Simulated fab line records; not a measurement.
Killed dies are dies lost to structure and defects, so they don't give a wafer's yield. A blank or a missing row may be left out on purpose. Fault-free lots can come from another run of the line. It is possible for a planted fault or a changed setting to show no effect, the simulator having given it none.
Which tool did it? :: flow berkeley cmos170 :: 21 wafers from 7 lots sampled at 2 of the route's 331 steps

== WHAT THE GAUGES READ, wafer by wafer ==
UCB170_M1_RS_MEAS_01: the measuring method here is four-point-probe.
lot: L849
measured: day 7 19:22
on: film metro-03
M1_AL_RS (ohm/sq): 0.0478 0.0477 0.0473

lot: L851
measured: day 7 20:49
on: film metro-02
M1_AL_RS (ohm/sq): 0.0484 0.0485 0.0486

lot: L852
measured: day 8 15:03
on: film metro-03
M1_AL_RS (ohm/sq): 0.0482 0.0262 0.0486

lot: L860
measured: day 10 03:14
on: film metro-02
M1_AL_RS (ohm/sq): 0.0482 0.0477 0.0479

lot: L864
measured: day 11 07:49
on: film metro-03
M1_AL_RS (ohm/sq): 0.0485 0.0482 0.0487

lot: L866
measured: day 11 22:41
on: film metro-03
M1_AL_RS (ohm/sq): 0.0483 0.0486 0.0483

lot: L865
measured: day 11 21:20
on: film metro-02
M1_AL_RS (ohm/sq): 0.0490 0.0481 0.0480

== EACH LOT AND THE TOOL THAT RAN IT (in order: tool; ch and the chambers of the sampled wafers; start) ==
lot: L849
UCB170_M1_SPUTTER_00: pvd sputter-02, day 7 19:18

lot: L851
UCB170_M1_SPUTTER_00: pvd sputter-02, day 7 20:44

lot: L852
UCB170_M1_SPUTTER_00: pvd sputter-01, day 8 14:58

lot: L860
UCB170_M1_SPUTTER_00: pvd sputter-03, day 10 03:09

lot: L864
UCB170_M1_SPUTTER_00: pvd sputter-03, day 11 07:44

lot: L866
UCB170_M1_SPUTTER_00: pvd sputter-02, day 11 22:35

lot: L865
UCB170_M1_SPUTTER_00: pvd sputter-03, day 11 21:14
- UCB170_M1_SPUTTER_00: material Al, target thk 600 nm, time 80 s.

== THE ANSWER, worked out from the rows above alone ==
Rule: usual is defined by the lots themselves. The widest of any qualifying gaps counts: lots, ordered by their means at a reading, are off when they make up no more than a third of the lots, leave a main group of 4 or more, and stand apart from it by 3 or more times the standard deviation of that group's means. The tables above print the reading to a certain number of digits; a main group whose means all agree to those digits is not used. A lot without any number at a reading at which 4 lots or more have one is off too. Where the step has rows for the other lots, those lots are counted as sound.
Off: at UCB170_M1_RS_MEAS_01 (M1_AL_RS), L852. Mean 0.0482 ohm/sq and standard deviation 0.00033 in the main group.
If a tool, at a process step before that reading, ran all the lots that are off and no sound lot after the first of them, it fits. Those tools and the gauges at UCB170_M1_RS_MEAS_01 are tried in the same way. One fits: UCB170_M1_SPUTTER_00 on pvd sputter-01. It ran no sound lot before its first lot that is off in this sample, so the start can't be narrowed down.

== WHAT HAD BEEN PUT IN BY THE SIMULATOR ==
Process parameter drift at UCB170_M1_SPUTTER_00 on pvd sputter-01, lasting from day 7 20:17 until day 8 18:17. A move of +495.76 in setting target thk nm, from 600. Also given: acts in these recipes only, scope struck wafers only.
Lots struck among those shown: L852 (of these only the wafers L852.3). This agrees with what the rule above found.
